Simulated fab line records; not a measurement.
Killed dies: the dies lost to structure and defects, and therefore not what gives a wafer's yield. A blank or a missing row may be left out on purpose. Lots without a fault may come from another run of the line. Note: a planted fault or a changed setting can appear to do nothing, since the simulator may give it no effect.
Struck lot and sound lot, side by side    flow rit_cmos    19 out of 202 route steps
Sound: wafers L192.3, L192.4, L192.5. The struck wafers were L208.1, L208.3, L208.6. The cause comes at the end.
Per side, at each step with rows, come the tool, then ch with its chambers, and then its first start. Under that, the readings that differ: sound wafers    struck wafers    difference of the means    sigmas: that difference in standard deviations of wafers without a fault.
alike: readings whose means differ by less than 2 such deviations, and words and numbers that are the same on both sides. not compared: withheld readings, readings that some wafer has no value for, bounds like >300 that may hide the same value, and numbers for which the record gives no deviation and whose values overlap.
The two part at a step that has a row with sigmas, a row that says differs or no value, or rows on one side only. Numbers that don't overlap but have no deviation are shown without sigmas and don't part them. A reading that every wafer of one side lacks parts them only if that side has two wafers or more.

first, 3 steps without rows for these wafers: RIT_GATE_CLEAN_02 (cleans in dHF, time 30 s); RIT_GATE_CLEAN_03 (cleans in SC2, time 600 s); RIT_GATE_CLEAN_04 (cleans in dHF, time 60 s).
RIT_FOX2_THK_MEAS_91:
  sound on film_metro-01 at day 2 22:52; struck on film_metro-03 at day 6 10:44
  alike: FIELD_OXIDE_LEFT_2_THK
then, 2 steps without rows for these wafers: RIT_GATE_OXIDATION_05 (target thk 3 nm, ox time 270 s); RIT_GATE_ANNEAL_06 (time 600 s).
RIT_GATE_THK_MEAS_07:
  sound on film_metro-02 at day 3 00:25; struck on film_metro-02 at day 6 13:23
  alike: GATE_OXIDE_THK
then, 1 step without rows for these wafers: RIT_GATE_CVD_08 (deposits poly-Si from SiH4, target thk 250 nm, time 2220 s).
RIT_GATE_THK_MEAS_09:
  sound on film_metro-01 at day 3 02:05; struck on film_metro-03 at day 6 15:04
  alike: GATE_POLY_THK
then, 3 steps without rows for these wafers: RIT_GATE_HMDS_10 (prime time 60 s); RIT_GATE_COAT_11 (resist thk 850 nm); RIT_GATE_SOFTBAKE_12 (time 60 s).
RIT_GATE_EXPOSE_13: exposes mask M6, target cd 150 nm.
  sound on iline_stepper-01 ch 0, day 3 02:37; struck on iline_stepper-01 ch 0, day 6 15:41
reading                       sound              struck             difference  sigmas
model.GATE.overlay_x_nm (nm)  1.955 1.955 1.955  241.1 241.1 241.1  +239.1      
  alike: mask
then, 2 steps without rows for these wafers: RIT_GATE_PEB_14; RIT_GATE_DEVELOP_15 (develop time 51.16 s).
RIT_GATE_CD_MEAS_16 targets a cd of 150 nm.
  sound on cd_sem-02 at day 3 03:01; struck on cd_sem-02 at day 6 16:05
  alike: cd_nm
RIT_GATE_OVL_MEAS_17:
  sound on overlay-02 at day 3 03:07; struck on overlay-01 at day 6 16:13
reading        sound        struck             difference  sigmas
GATE_OVL (nm)  3.9 3.2 2.3  242.6 243.7 241.7  +239.5      +99 or more
then, 1 step without rows for these wafers: RIT_GATE_HARDBAKE_18 (time 60 s).
RIT_M1_PROBE_99:
  sound on prober-01 at day 3 23:56; struck on prober-02 at day 7 13:22
reading                                     sound                 struck                difference  sigmas
model.etest.pldd.width_nm (nm)              3188 3193 3183        3016 3036 3042        -157        
model.etest.nldd.width_nm (nm)              3184 3204 3200        3018 3050 3034        -162        
model.etest.gate_end_array.leak_log10_a_um  -12.91 -12.92 -12.93  -6.037 -5.48 -5.734   +7.170      
model.etest.nldd.line_ohm_um                118 115 118.6         126.5 128 124.5       +9.1        
model.etest.select_edge_diode_n.over_limit  0 0 0                 1 1 1                 +1          
model.etest.select_edge_diode_p.over_limit  0 0 0                 1 1 1                 +1          
model.etest.nmos_0p15.junction_log10_a_um   -13.68 -13.61 -13.5   -12.72 -12.63 -12.75  +0.90       
model.etest.nmos_narrow.off_log10_a_um      -13.24 -13.26 -13.06  -12.62 -12.6 -12.7    +0.55       
  alike: killed_at_front_end, killed_dies, killed_open, killed_short

WHERE THEY PART
Within this record, at RIT_GATE_OVL_MEAS_17 only. Later steps at which nothing parts them and some readings are alike: RIT_M1_PROBE_99.

WHY: what had been put in by the simulator
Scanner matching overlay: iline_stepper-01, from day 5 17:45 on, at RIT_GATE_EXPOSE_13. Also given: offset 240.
